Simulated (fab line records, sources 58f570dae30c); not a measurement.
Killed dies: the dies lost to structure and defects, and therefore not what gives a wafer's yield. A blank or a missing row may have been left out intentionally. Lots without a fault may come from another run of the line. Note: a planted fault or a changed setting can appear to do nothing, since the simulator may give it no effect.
2 desks, one fault :: flow berkeley_cmos170 :: each desk holds nothing but its own numbers, with what lay behind them at the end

== DESK OF THE TOOL OWNER: pvd_sputter-03 ==
The tool's own readings at UCB170_M3_SPUTTER_01 (material Al, target thk 900 nm, time 120 s): means of the sampled wafers that have a number, for each lot that ran on this tool. The brackets show how far a lot's mean lies from the usual mean; more than 4 standard deviations puts the lot out of limits, marked OUT.
Columns: A = throttle_valve_pct at UCB170_M3_SPUTTER_01, usual 30.5 %
lot: L777
first seen here: day 8 06:10
A: 29.9

lot: L776
first seen here: day 8 07:03
A: 29.8

lot: L775
first seen here: day 8 09:02
A: 30.0

lot: L779
first seen here: day 8 14:18
A: 29.9

lot: L783
first seen here: day 9 14:39
A: 30.0

lot: L784
first seen here: day 10 04:11
A: 30.5
Result from this desk: across the 6 lots, nothing is out of limits.

== METROLOGY DESK ==
Lot by lot, what the gauges showed, no matter which tool ran the lot: averages of those sampled wafers that carry a number. The brackets show how far a lot's mean lies from the usual mean; more than 4 standard deviations puts the lot out of limits, marked OUT.
Columns: A = cd_nm at UCB170_M2_CD_MEAS_90, usual 702 nm; B = M3_AL_RS at UCB170_M3_RS_MEAS_02, usual 0.0323 ohm/sq; C = M3_AL_THK at UCB170_M3_THK_MEAS_03, usual 899 nm
lot: L777
first seen here: day 8 03:43
A: 701
B: 0.0324
C: 895

lot: L774
first seen here: day 8 04:04
A: 705
B: 0.0330
C: 877

lot: L776
first seen here: day 8 04:21
A: 704
B: 0.0319
C: 914

lot: L775
first seen here: day 8 06:21
A: 698
B: 0.0323
C: 893

lot: L779
first seen here: day 8 11:42
A: 705
B: 0.0322
C: 897

lot: L783
first seen here: day 9 11:55
A: 706
B: 0.0285 (-11) OUT
C: 1058 (+14) OUT

lot: L784
first seen here: day 10 00:54
A: 703
B: 0.0282 (-12) OUT
C: 1067 (+15) OUT

lot: L787
first seen here: day 10 13:56
A: 701
B: 0.0320
C: 903

lot: L788
first seen here: day 11 05:34
A: 700
B: 0.0324
C: 895

lot: L790
first seen here: day 11 10:26
A: 697
B: 0.0322
C: 905

lot: L795
first seen here: day 12 04:54
A: 702
B: 0.0323
C: 900

lot: L793
first seen here: day 12 05:09
A: 700
B: 0.0320
C: 913

lot: L794
first seen here: day 12 05:19
A: 703
B: 0.0325
C: 890

lot: L796
first seen here: day 12 12:18
A: 708
B: 0.0321
C: 912
This desk reports L783, L784 out of limits; the earliest was L783 at day 9 14:46 (M3_AL_RS at UCB170_M3_RS_MEAS_02). Within limits: L777, L774, L776, L775, L779, L787, L788, L790, L795, L793, L794, L796.

== PUT TOGETHER ==
On L783, L784, the metrology desk was in a position to raise an alarm at day 9 14:46.
Nothing out of limits was seen by the tool owner's desk.
Tool owner's desk: L783, L784 on record, inside its limits.
All the named lots went through UCB170_M3_SPUTTER_01 on pvd_sputter-03.

== WHAT THE SIMULATOR PUT IN ==
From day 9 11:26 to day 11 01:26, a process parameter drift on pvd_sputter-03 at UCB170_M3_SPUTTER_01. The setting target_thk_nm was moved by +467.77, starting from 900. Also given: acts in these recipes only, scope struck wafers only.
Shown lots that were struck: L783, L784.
Delay in hours, fault start to first out-of-limits reading, per desk: metrology desk 3.
